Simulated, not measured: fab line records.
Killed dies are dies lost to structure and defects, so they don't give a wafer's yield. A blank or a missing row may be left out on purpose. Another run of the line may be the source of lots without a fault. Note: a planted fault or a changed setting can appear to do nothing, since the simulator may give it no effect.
Split-lot experiment / flow berkeley_cmos170 / 5 lots, 23 wafers read, on a route of 331 steps

## ABOUT THE SPLIT
At UCB170_NWELL_IMPLANT_14, the setting energy_kev was moved away from the recipe's 150 on 11 of the 23 wafers read, by -5.7% to +5.9%. This setting was run at the recipe's value on the other wafers.

The reading comes from the split's own step.

## THE READING
In nm, at UCB170_NWELL_IMPLANT_14: implant.drp_nm, which is the simulator's own figure and was read by no gauge. The file gives no usual value for it.

wafer=L074.1; tool, chamber at the split=implanter-01, 0; energy_kev as run=141.5; against the recipe=-5.7%; implant.drp_nm, nm=59.92; against lot-mates on the recipe=-2.80
wafer=L074.5; tool, chamber at the split=implanter-01, 0; energy_kev as run=141.5; against the recipe=-5.7%; implant.drp_nm, nm=59.92; against lot-mates on the recipe=-2.80
wafer=L074.6; tool, chamber at the split=implanter-01, 0; energy_kev as run=141.5; against the recipe=-5.7%; implant.drp_nm, nm=59.92; against lot-mates on the recipe=-2.80
wafer=L074.2; tool, chamber at the split=implanter-01, 0; energy_kev as run=150; against the recipe=recipe; implant.drp_nm, nm=62.72; against lot-mates on the recipe=-
wafer=L074.4; tool, chamber at the split=implanter-01, 0; energy_kev as run=150; against the recipe=recipe; implant.drp_nm, nm=62.72; against lot-mates on the recipe=-
wafer=L075.2; tool, chamber at the split=implanter-04, 0; energy_kev as run=158.9; against the recipe=+5.9%; implant.drp_nm, nm=65.49; against lot-mates on the recipe=+2.77
wafer=L075.5; tool, chamber at the split=implanter-04, 0; energy_kev as run=158.9; against the recipe=+5.9%; implant.drp_nm, nm=65.49; against lot-mates on the recipe=+2.77
wafer=L075.6; tool, chamber at the split=implanter-04, 0; energy_kev as run=158.9; against the recipe=+5.9%; implant.drp_nm, nm=65.49; against lot-mates on the recipe=+2.77
wafer=L075.3; tool, chamber at the split=implanter-04, 0; energy_kev as run=150; against the recipe=recipe; implant.drp_nm, nm=62.72; against lot-mates on the recipe=-
wafer=L075.4; tool, chamber at the split=implanter-04, 0; energy_kev as run=150; against the recipe=recipe; implant.drp_nm, nm=62.72; against lot-mates on the recipe=-
wafer=L077.1; tool, chamber at the split=implanter-04, 0; energy_kev as run=153.9; against the recipe=+2.6%; implant.drp_nm, nm=63.95; against lot-mates on the recipe=+1.23
wafer=L077.4; tool, chamber at the split=implanter-04, 0; energy_kev as run=153.9; against the recipe=+2.6%; implant.drp_nm, nm=63.95; against lot-mates on the recipe=+1.23
wafer=L077.2; tool, chamber at the split=implanter-04, 0; energy_kev as run=150; against the recipe=recipe; implant.drp_nm, nm=62.72; against lot-mates on the recipe=-
wafer=L077.3; tool, chamber at the split=implanter-04, 0; energy_kev as run=150; against the recipe=recipe; implant.drp_nm, nm=62.72; against lot-mates on the recipe=-
wafer=L077.6; tool, chamber at the split=implanter-04, 0; energy_kev as run=150; against the recipe=recipe; implant.drp_nm, nm=62.72; against lot-mates on the recipe=-
wafer=L079.2; tool, chamber at the split=implanter-01, 0; energy_kev as run=150; against the recipe=recipe; implant.drp_nm, nm=62.72; against lot-mates on the recipe=-
wafer=L079.3; tool, chamber at the split=implanter-01, 0; energy_kev as run=150; against the recipe=recipe; implant.drp_nm, nm=62.72; against lot-mates on the recipe=-
wafer=L079.5; tool, chamber at the split=implanter-01, 0; energy_kev as run=150; against the recipe=recipe; implant.drp_nm, nm=62.72; against lot-mates on the recipe=-
wafer=L084.1; tool, chamber at the split=implanter-01, 0; energy_kev as run=150; against the recipe=recipe; implant.drp_nm, nm=62.72; against lot-mates on the recipe=-
wafer=L084.2; tool, chamber at the split=implanter-01, 0; energy_kev as run=150; against the recipe=recipe; implant.drp_nm, nm=62.72; against lot-mates on the recipe=-
wafer=L084.3; tool, chamber at the split=implanter-01, 0; energy_kev as run=158.5; against the recipe=+5.7%; implant.drp_nm, nm=65.36; against lot-mates on the recipe=+2.64
wafer=L084.4; tool, chamber at the split=implanter-01, 0; energy_kev as run=158.5; against the recipe=+5.7%; implant.drp_nm, nm=65.36; against lot-mates on the recipe=+2.64
wafer=L084.5; tool, chamber at the split=implanter-01, 0; energy_kev as run=158.5; against the recipe=+5.7%; implant.drp_nm, nm=65.36; against lot-mates on the recipe=+2.64

THE FIT
A straight line over all 23 wafers: implant.drp_nm changes by +0.477 nm for each +1% of energy_kev; r = +1.00; the points scatter about the line by 0.038 nm.
The same after taking each lot's own level away (the mean of its wafers on the recipe; 23 wafers): +0.477 nm for each +1%; r = +1.00; scatter 0.038 nm.
According to that fit, moving energy_kev by its largest amount changes the reading by 2.8 nm.
The lots' own levels span 62.720 to 62.720 nm.
Consequently the slope shifts little with the lot-to-lot level, the two slopes agreeing.
Check: for one of the wafers moved furthest among these (+5.9%), held out of the fit, the line's prediction against its lot-mates is +2.81 nm. It came out at +2.77 nm against them.

## ADDITIONAL SPLITS CARRIED BY THESE WAFERS
Other splits were also applied to these wafers ahead of the reading. Each is held against what the fit with the lots' levels taken away leaves over:
other split on the same wafers=UCB170_NWELL_COAT_07 resist_thk_nm; wafers away from the commonest value=8; r with implant.drp_nm (lot level and that fit taken away)=-0.30

## THE WHOLE CHAIN: every reading that the file lists as answering this split, in the file's order
step=UCB170_NWELL_IMPLANT_14; what it does=; reading=implant.rp_nm (the simulator's own value, which no gauge read); change (the file's fit)=+1.95 nm for each +1% of the setting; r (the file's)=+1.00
step=UCB170_NWELL_IMPLANT_14; what it does=; reading=implant.drp_nm (the simulator's own value, which no gauge read); change (the file's fit)=+0.475 nm for each +1% of the setting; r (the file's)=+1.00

## THE FILE'S OWN FIT
implant.drp_nm changes by +0.475 nm for each +1% of energy_kev, r = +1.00.
